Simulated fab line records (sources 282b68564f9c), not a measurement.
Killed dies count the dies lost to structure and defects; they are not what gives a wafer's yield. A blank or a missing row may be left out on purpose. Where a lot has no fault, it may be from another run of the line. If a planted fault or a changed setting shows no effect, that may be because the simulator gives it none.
What tool caused it?	flow rit_cmos	15 lots, 45 wafers sampled, at 6 steps of a route of 202

== WHAT THE GAUGES SHOWED, per wafer ==
RIT_PLDD_OVL_MEAS_06.
lot	measured	on	PLDD_OVL (nm)
L146	day 2 21:55	overlay-02	-0.1 -0.2 1.1
L147	day 3 04:32	overlay-02	0.2 1.7 0.6
L149	day 3 10:33	overlay-01	0.8 2.0 0.1
L150	day 3 23:51	overlay-01	0.0 -0.9 -1.3
L151	day 3 23:55	overlay-01	0.5 -0.8 1.7
L152	day 4 01:11	overlay-01	0.3 1.0 0.2
L153	day 4 06:24	overlay-01	0.0 1.4 -1.3
L154	day 4 12:11	overlay-01	1.7 1.3 1.8
L155	day 4 21:08	overlay-01	-3.0 -1.3 -2.0
L156	day 4 22:25	overlay-01	2.8 1.7 1.6
L159	day 5 12:20	overlay-02	0.6 1.8 -0.8
L161	day 6 01:05	overlay-01	2.4 -2.5 -0.2
L163	day 6 08:46	overlay-02	-1.1 0.6 -0.9
L165	day 6 20:38	overlay-01	0.5 0.3 2.4
L169	day 7 15:08	overlay-02	0.7 1.3 1.9

RIT_SILICIDE_RS_MEAS_02: measurement is done with a four-point probe.
lot	measured	on	SILICIDE_TI_RS (ohm/sq)
L146	day 3 05:26	film_metro-02	48.6 47.6 48.1
L147	day 3 11:44	film_metro-01	47.0 47.3 47.8
L149	day 3 18:06	film_metro-03	48.9 48.0 48.1
L150	day 4 07:04	film_metro-01	47.0 47.1 46.9
L151	day 4 07:50	film_metro-01	47.9 47.7 47.3
L152	day 4 09:46	film_metro-02	47.8 47.3 47.9
L153	day 4 13:32	film_metro-03	48.0 49.1 48.6
L154	day 4 20:11	film_metro-01	47.4 47.7 47.3
L155	day 5 04:29	film_metro-01	47.3 47.0 48.2
L156	day 5 05:32	film_metro-02	47.2 47.6 47.8
L159	day 5 19:27	film_metro-01	47.0 48.2 46.8
L161	day 6 08:17	film_metro-02	36.8 36.6 36.5
L163	day 6 15:47	film_metro-02	37.8 37.1 37.0
L165	day 7 03:52	film_metro-01	36.2 35.8 35.8
L169	day 7 22:25	film_metro-01	46.4 47.5 46.9

RIT_SILICIDE_THK_MEAS_03: measures by xrf.
lot	measured	on	SILICIDE_TI_THK (nm)
L146	day 3 05:32	film_metro-02	29.5 29.9 29.7
L147	day 3 11:49	film_metro-01	30.3 30.0 29.9
L149	day 3 18:13	film_metro-03	29.7 30.0 30.1
L150	day 4 07:11	film_metro-01	30.5 30.3 30.6
L151	day 4 07:56	film_metro-01	30.0 30.1 30.2
L152	day 4 09:52	film_metro-02	30.0 30.2 29.9
L153	day 4 13:39	film_metro-03	29.9 29.6 29.6
L154	day 4 20:17	film_metro-01	30.3 30.1 30.2
L155	day 5 04:35	film_metro-01	30.3 30.4 29.8
L156	day 5 05:39	film_metro-02	30.2 29.8 29.9
L159	day 5 19:34	film_metro-01	30.5 29.8 30.5
L161	day 6 08:23	film_metro-02	30.7 30.9 30.9
L163	day 6 15:54	film_metro-02	30.1 30.6 30.6
L165	day 7 03:58	film_metro-01	31.3 31.6 31.6
L169	day 7 22:31	film_metro-01	30.9 30.3 30.6

RIT_CONTACT_THK_MEAS_01.
lot	measured	on	CONTACT_TEOS_THK (nm)
L146	day 3 05:51	film_metro-01	397 399 402
L147	day 3 12:07	film_metro-01	405 406 410
L149	day 3 18:32	film_metro-02	402 410 405
L150	day 4 07:28	film_metro-01	399 403 405
L151	day 4 08:14	film_metro-02	395 398 402
L152	day 4 10:10	film_metro-01	393 397 398
L153	day 4 13:56	film_metro-04	402 399 406
L154	day 4 20:35	film_metro-02	399 395 402
L155	day 5 04:53	film_metro-02	404 402 409
L156	day 5 05:56	film_metro-04	396 394 398
L159	day 5 19:51	film_metro-02	404 397 404
L161	day 6 08:43	film_metro-01	391 396 400
L163	day 6 16:11	film_metro-04	397 405 410
L165	day 7 04:16	film_metro-02	398 404 406
L169	day 7 22:48	film_metro-02	400 403 404

== EACH LOT AND THE TOOL THAT RAN IT (in order: tool; ch and the chambers of the sampled wafers; start) ==
lot	RIT_SILICIDE_SPUTTER_01	RIT_CONTACT_CVD_00
L146	pvd_sputter-01, day 3 05:16	pecvd-02 ch 2, day 3 05:46
L147	pvd_sputter-01, day 3 11:31	pecvd-04 ch 0,1,2, day 3 12:03
L149	pvd_sputter-01, day 3 17:57	pecvd-02 ch 0, day 3 18:28
L150	pvd_sputter-04, day 4 06:55	pecvd-04 ch 1,2, day 4 07:25
L151	pvd_sputter-01, day 4 07:39	pecvd-03 ch 0,2, day 4 08:09
L152	pvd_sputter-03, day 4 09:35	pecvd-02 ch 0,1,2, day 4 10:06
L153	pvd_sputter-04, day 4 13:23	pecvd-04 ch 0,1,2, day 4 13:53
L154	pvd_sputter-01, day 4 20:01	pecvd-03 ch 0,2, day 4 20:31
L155	pvd_sputter-04, day 5 04:19	pecvd-02 ch 0,1, day 5 04:49
L156	pvd_sputter-01, day 5 05:23	pecvd-04 ch 1,2, day 5 05:53
L159	pvd_sputter-04, day 5 19:18	pecvd-04 ch 0,1, day 5 19:48
L161	pvd_sputter-04, day 6 08:07	pecvd-02 ch 1,2, day 6 08:40
L163	pvd_sputter-04, day 6 15:38	pecvd-03 ch 0,1,2, day 6 16:08
L165	pvd_sputter-04, day 7 03:41	pecvd-04 ch 0,1,2, day 7 04:11
L169	pvd_sputter-03, day 7 22:13	pecvd-02 ch 0,2, day 7 22:44
- RIT_SILICIDE_SPUTTER_01: material Ti, target thk 30 nm, time 240 s.
- RIT_CONTACT_CVD_00: deposits SiO2 from TEOS, target thk 400 nm, time 61 s.

== AS READ BY THE TOOLS THEMSELVES (means over the sampled wafers that have a number; for cases with no such wafer, the mark the record gives instead) ==
RIT_SILICIDE_SPUTTER_01.
lot	tool	chamber_pressure_pa (Pa)	throttle_valve_pct (%)
L146	pvd_sputter-01	0.6688	29.4
L147	pvd_sputter-01	0.6670	29.2
L149	pvd_sputter-01	0.6672	29.4
L150	pvd_sputter-04	0.6667	30.4
L151	pvd_sputter-01	0.6675	28.8
L152	pvd_sputter-03	0.6671	29.6
L153	pvd_sputter-04	0.6666	31.5
L154	pvd_sputter-01	0.6669	28.7
L155	pvd_sputter-04	0.6678	31.6
L156	pvd_sputter-01	0.6678	29.4
L159	pvd_sputter-04	0.6678	29.8
L161	pvd_sputter-04	0.5827	32.9
L163	pvd_sputter-04	0.5818	33.8
L165	pvd_sputter-04	0.5823	33.8
L169	pvd_sputter-03	0.6658	29.7

RIT_CONTACT_CVD_00.
lot	tool	heater_power_w (W)
L146	pecvd-02	334
L147	pecvd-04	296
L149	pecvd-02	284
L150	pecvd-04	334
L151	pecvd-03	356
L152	pecvd-02	318
L153	pecvd-04	308
L154	pecvd-03	312
L155	pecvd-02	310
L156	pecvd-04	299
L159	pecvd-04	298
L161	pecvd-02	354
L163	pecvd-03	299
L165	pecvd-04	298
L169	pecvd-02	317

== THE ANSWER, worked out from the rows above alone ==
Rule: usual is defined by the lots themselves. Put in order of their means at a reading, lots are off if they are a third of the lots or fewer, leave a main group of 4 or more, and stand apart from it by a gap of 3 or more times the standard deviation of the main group's means; of several such gaps the widest counts. Not used: any main group whose means are identical at the precision the tables above print for the reading. Also off: a lot with no number at a reading for which 4 or more lots have one. Where the step has rows for the other lots, those lots are counted as sound. Order of review: gauges by route order, followed by the tools' own readings, for which a lot's mean as printed above is used. The first step at which some lot is off is used, and at that step the reading that is off furthest; a lot without a number counts as furthest.
Off: L161, L163, L165, seen at RIT_SILICIDE_RS_MEAS_02 (SILICIDE_TI_RS). The main group has a mean of 47.6 ohm/sq with a standard deviation of 0.47.
A tool fits if, at a process step before that reading, it ran every lot that is off, and no sound lot after the first of them. The gauges at RIT_SILICIDE_RS_MEAS_02 aren't tried: what is off there is off at RIT_SILICIDE_SPUTTER_01 too, on other tools, and a gauge's error can't cause that. One fits: pvd_sputter-04 at RIT_SILICIDE_SPUTTER_01. Its last sound lot is L159 (day 5 19:18), its first lot that is off L161 (day 6 08:07): a fault that began between those two fits.
The tool's own readings at RIT_SILICIDE_SPUTTER_01 bear it out: on the lots that are off they differ by more than 5 times the standard deviation of the sound lots' means. chamber_pressure_pa reads 0.5823 Pa there against 0.6673 Pa on the sound lots.

== WHAT WAS PUT IN BY THE SIMULATOR ==
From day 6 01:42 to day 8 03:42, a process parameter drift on pvd_sputter-04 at RIT_SILICIDE_SPUTTER_01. Setting chamber_pressure_pa shifted by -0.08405 from 0.667.
Lots struck among those shown: L161, L163, L165. The rule above reached the same finding.
